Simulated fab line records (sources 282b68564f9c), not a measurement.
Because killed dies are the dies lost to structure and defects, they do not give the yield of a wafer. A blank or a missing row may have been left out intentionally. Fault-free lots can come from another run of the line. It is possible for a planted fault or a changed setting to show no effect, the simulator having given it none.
8D (eight disciplines) problem report, filled in by code	flow ritCmos	the parts of the form that need people (team, actions taken, sign-off) are left out

## 1. THE PROBLEM
Across 9 wafers from 3 lots, ACTIVE_OXIDE_THK at RIT_ACTIVE_THK_MEAS_02 averages 53.2 nm, while fault-free wafers read 47.2 nm with a standard deviation of 0.84. Measured from the usual mean, that is +7.2 standard deviations.
Earliest sighting: wafer L666.4 on filmMetro-01 at day 4 05:05. Wafers with a number at this step in the record: 45, from 15 lots. Rule for "out" (also "out of limits"): further than 4 standard deviations from the usual mean. The other wafers with a number count as sound.

## 2. WHAT IT IS AND WHAT IT IS NOT
question	is	is not
which readings at this step	ACTIVE_OXIDE_THK	-
which lots	L666, L667, L668	L653, L654, L655, L656, L657, L659, L660, L661, L662, L665, L669, L675
which wafers of those lots	all that have a number	-
read on which gauges	filmMetro-01, filmMetro-03, filmMetro-04	-
when	from day 4 05:05	up to then (30 sound wafers); but 6 sound wafers of L669, L675 came after

## 3. SUSPECTS, AND WHAT RULES EACH OUT
Counting: a tool at any process step up to the reading remains a suspect when it ran all the lots that are out and ran no sound lot after the first of those.
- the gauge at RIT_ACTIVE_THK_MEAS_02: ruled out. The wafers that are out were read on 3 gauges (filmMetro-01, filmMetro-03, filmMetro-04).
- furnace-04 at RIT_ACTIVE_OXIDATION_01 (target thk 46.8 nm, ox time 3360 s): kept. All lots that are out passed through it, beginning with L666 at day 4 03:07, and no sound lot followed; its final sound lot before that point was L665 at day 3 22:07. Out on those wafers are its own readings of spikeTcCentreC, spikeTcLoadC, spikeTcSourceC, tubeCenterTempC, tube_center_temp_C_max.
Remaining after the count: furnace-04 at RIT_ACTIVE_OXIDATION_01.

## 4. THE CAUSE (what the simulator had put in)
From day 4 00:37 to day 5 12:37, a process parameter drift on furnace-04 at RIT_ACTIVE_OXIDATION_01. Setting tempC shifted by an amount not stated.
The count eliminated every tool but this one.

## 5. THE CHAIN OF EFFECTS, in route order
One row per reading whose mean, taken over the struck wafers that have a number, lies over 3 standard deviations from the usual. Only readings whose record carries a usual standard deviation are examined. hours: median over the lots of the time between each lot's start at the first step of this table that gives one and its start at this step. sigmas: the change, counted in usual standard deviations.
hours	step	reading	usual	on struck wafers	change	sigmas
0	RIT_ACTIVE_OXIDATION_01	spikeTcCentreC	1002.5 C	1016.8	+14.3	+13
0	RIT_ACTIVE_OXIDATION_01	spikeTcLoadC	1026.5 C	1040.5	+14.0	+12
0	RIT_ACTIVE_OXIDATION_01	spikeTcSourceC	1024.5 C	1040.0	+15.5	+16
0	RIT_ACTIVE_OXIDATION_01	tubeCenterTempC	1000 C	1015	+15	+99 or more
0	RIT_ACTIVE_OXIDATION_01	tube_center_temp_C_max	1002.5	1017.7	+15.2	+36
2	RIT_ACTIVE_THK_MEAS_02	ACTIVE_OXIDE_THK	47.2 nm	53.2	+6.0	+7.2
Its process steps:
- RIT_ACTIVE_OXIDATION_01: target thk 46.8 nm, ox time 3360 s.

## 6. WHAT WOULD HAVE CAUGHT IT SOONER
4 hours passed between the start of the fault at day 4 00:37 and the first reading out of limits at a measuring or inspecting step in this record, taken at day 4 05:05.
At RIT_ACTIVE_OXIDATION_01, the tool's own readings (spikeTcCentreC, spikeTcLoadC, spikeTcSourceC, tubeCenterTempC, tube_center_temp_C_max) were out on each struck wafer the step has a row for, so an alarm limit on them would have fired on the first such wafer.
Lots out: 3; of these, L667, L668 started RIT_ACTIVE_OXIDATION_01 on furnace-04 after day 4 05:05. A hold on the tool at that time would have spared those 2.
